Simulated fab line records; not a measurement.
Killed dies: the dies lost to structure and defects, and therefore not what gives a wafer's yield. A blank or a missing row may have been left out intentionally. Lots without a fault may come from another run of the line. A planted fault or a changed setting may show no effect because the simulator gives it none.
Split-lot experiment | flow ritCmos | on a route of 202 steps: 5 lots, 23 wafers read

== ABOUT THE SPLIT ==
At RIT_NRETRO_SOFTBAKE_02 (time 60 s), the setting tempC was moved away from the recipe's 90 C on 9 of the 23 wafers read, by -4.1% to +2.8%. For the rest of the wafers, this setting stayed at what the recipe calls for.

== FROM THE SPLIT TO THE READING: what the file shows between them, 2 steps ==
- RIT_NRETRO_EXPOSE_03: exposes mask M4, target cd 43900 nm
- RIT_NRETRO_PEB_04

== THE READING ==
NOVOLAK_of_NRETRO_COAT_01.thkNm (the simulator's own value, which no gauge read), in nm, at RIT_NRETRO_DEVELOP_05 (develop time 68 s). There is no usual value for it anywhere in the file. Average 1302 nm, standard deviation 3.3 nm, over the 14 wafers here run with the recipe.

wafer  | tool, chamber at the split | tempC as run, C | against the recipe | NOVOLAK_of_NRETRO_COAT_01.thkNm, nm | against lot-mates on the recipe
L074.2 | lithoTrack-01, 0           | 90              | recipe             | 1304                                | -
L074.3 | lithoTrack-01, 0           | 90              | recipe             | 1305                                | -
L074.5 | lithoTrack-01, 0           | 90              | recipe             | 1305                                | -
L074.4 | lithoTrack-01, 0           | 88.44           | -1.7%              | 1312                                | +7
L074.6 | lithoTrack-01, 0           | 88.44           | -1.7%              | 1311                                | +6
L075.1 | lithoTrack-01, 0           | 90              | recipe             | 1300                                | -
L075.4 | lithoTrack-01, 0           | 90              | recipe             | 1299                                | -
L075.6 | lithoTrack-01, 0           | 90              | recipe             | 1302                                | -
L076.1 | lithoTrack-04, 0           | 92.56           | +2.8%              | 1292                                | -10
L076.2 | lithoTrack-04, 0           | 90              | recipe             | 1301                                | -
L076.3 | lithoTrack-04, 0           | 92.56           | +2.8%              | 1295                                | -7
L076.4 | lithoTrack-04, 0           | 90              | recipe             | 1305                                | -
L076.5 | lithoTrack-04, 0           | 90              | recipe             | 1299                                | -
L081.1 | lithoTrack-02, 0           | 90              | recipe             | 1306                                | -
L081.3 | lithoTrack-02, 0           | 86.28           | -4.1%              | 1323                                | +16
L081.4 | lithoTrack-02, 0           | 86.28           | -4.1%              | 1318                                | +10
L081.5 | lithoTrack-02, 0           | 86.28           | -4.1%              | 1322                                | +14
L081.6 | lithoTrack-02, 0           | 90              | recipe             | 1309                                | -
L083.1 | lithoTrack-04, 0           | 88.68           | -1.5%              | 1306                                | +7
L083.2 | lithoTrack-04, 0           | 90              | recipe             | 1299                                | -
L083.3 | lithoTrack-04, 0           | 90              | recipe             | 1297                                | -
L083.4 | lithoTrack-04, 0           | 90              | recipe             | 1300                                | -
L083.5 | lithoTrack-04, 0           | 88.68           | -1.5%              | 1305                                | +6

FIT RESULTS
A straight line over all 23 wafers: NOVOLAK_of_NRETRO_COAT_01.thkNm changes by -4.1 nm for each +1% of tempC; r = -0.92; the points scatter about the line by 3.3 nm.
The same after taking each lot's own level away (the mean of its wafers on the recipe; 23 wafers): -3.25 nm for each +1%; r = -0.96; scatter 1.7 nm.
On that fit, the largest move of tempC shifts the reading by 13 nm.
From 1298.7 to 1307.5 nm: that is the span of the lots' own levels, equal to 2.6 times the standard deviation above.
So the slope is not independent of the lot-to-lot level: the two fits are not the same.
Check: with one of the wafers moved furthest among these (-4.1%) left out of the fit, the line predicts +13.3 nm for it against its lot-mates. Against them it came out at +15.5 nm.

== FURTHER SPLITS ON THESE WAFERS ==
Other splits were also applied to these wafers ahead of the reading. Each is held against what the fit with the lots' levels taken away leaves over:
other split on the same wafers | wafers away from the commonest value | r with NOVOLAK_of_NRETRO_COAT_01.thkNm (lot level and that fit taken away)
RIT_ACTIVE_OXIDATION_01 tempC  | 18                                   | -0.14
RIT_ACTIVE_EXPOSE_08 doseMj    | 9                                    | -0.15
RIT_FOX1_OXIDATION_00 tempC    | 15                                   | +0.01
RIT_FOX2_OXIDATION_00 tempC    | 15                                   | +0.16
RIT_NWELL_COAT_01 spinRpm      | 6                                    | +0.08
RIT_NWELL_IMPLANT_08 doseCm2   | 5                                    | -0.24
RIT_PWELL_IMPLANT_08 tiltDeg   | 9                                    | +0.23

== THE FILE'S OWN FIT ==
NOVOLAK_of_NRETRO_COAT_01.thkNm changes by -3.38 nm for each +1% of tempC, r = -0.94.
